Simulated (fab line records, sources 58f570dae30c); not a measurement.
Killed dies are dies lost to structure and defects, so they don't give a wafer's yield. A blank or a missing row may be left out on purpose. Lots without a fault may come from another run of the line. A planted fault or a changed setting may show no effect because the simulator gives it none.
One fault seen from 2 desks | flow berkeley_cmos170 | each desk has only its own numbers; what lay behind them comes last

THE METROLOGY DESK
What the gauges read, lot by lot, whatever tool the lot ran on: means of the sampled wafers that have a number. A lot is out of limits, marked OUT, if its mean lies more than 4 standard deviations from the usual mean; the brackets give that distance.
Columns: A = M1_OVL at UCB170_M1_OVL_MEAS_10, usual 2 nm; B = M2_AL_THK at UCB170_M2_THK_MEAS_03, usual 891 nm; C = cd_nm at UCB170_M3_CD_MEAS_15, usual 700.2 nm
lot  | first seen here | A  | B   | C
L541 | day 8 10:25     | 5  | 879 | 701.1
L544 | day 8 18:50     | -5 | 893 | 702.1
L542 | day 8 20:06     | 11 | 900 | 700.2
L543 | day 8 20:07     | 2  | 884 | 700.5
L545 | day 9 13:14     | 5  | 911 | 701.1
L547 | day 9 16:29     | 7  | 895 | 698.7
L546 | day 9 17:56     | 12 | 892 | 699.5
L548 | day 9 19:19     | -6 | 876 | 700.1
L551 | day 10 06:28    | -2 | 895 | 700.9
L549 | day 10 09:49    | 3  | 888 | 698.4
L553 | day 10 23:34    | 2  | 899 | 701.9
L557 | day 11 13:28    | 7  | 886 | -
L559 | day 11 21:25    | -3 | 886 | -
L561 | day 12 09:32    | 8  | 897 | 699.0
This desk's finding: nothing out of limits on any of the 14 lots.

THE TOOL OWNER'S DESK: plasma_asher-02
The tool's own readings at UCB170_M2_STRIP_19 (strips in O2): means of the sampled wafers that have a number, for each lot that ran on this tool. A lot is out of limits, marked OUT, if its mean lies more than 4 standard deviations from the usual mean; the brackets give that distance.
Columns: A = chamber_pressure_mTorr at UCB170_M2_STRIP_19, usual 3500 mTorr; B = drypump_motor_current_A at UCB170_M2_STRIP_19, usual 5.73 A; C = oes_product_au at UCB170_M2_STRIP_19, usual 0.529 a.u.
lot  | first seen here | A    | B    | C
L541 | day 8 17:34     | 3501 | 5.76 | 0.529
L542 | day 9 06:24     | 3501 | 5.76 | 0.521
L545 | day 9 20:25     | 3500 | 5.76 | 0.544
L547 | day 10 01:22    | 3501 | 5.87 | 0.531
L551 | day 10 12:52    | 3501 | 5.89 | 0.522
L549 | day 10 17:52    | 3498 | 5.76 | 0.529
L557 | day 11 21:16    | 3500 | 5.90 | 0.020 (-34) OUT
L559 | day 12 04:05    | 3500 | 5.76 | 0.020 (-34) OUT
This desk's finding: out of limits on L557, L559; first on L557, day 11 21:16 (oes_product_au at UCB170_M2_STRIP_19). In limits: L541, L542, L545, L547, L551, L549.

PUT TOGETHER
The tool owner's desk could have raised an alarm at day 11 21:16, on L557, L559.
The metrology desk saw nothing out of limits.
The metrology desk has L557, L559 on record, within its limits.
Of the lots named, all ran UCB170_M2_STRIP_19 on plasma_asher-02.

WHAT THE SIMULATOR HAD PUT IN
Process parameter drift: plasma_asher-02, from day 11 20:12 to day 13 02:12, at UCB170_M2_STRIP_19. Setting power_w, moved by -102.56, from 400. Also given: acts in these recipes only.
Lots struck among those shown: L557, L559.
Hours from the fault's start to each desk's first reading out of limits: the tool owner's desk, 1.
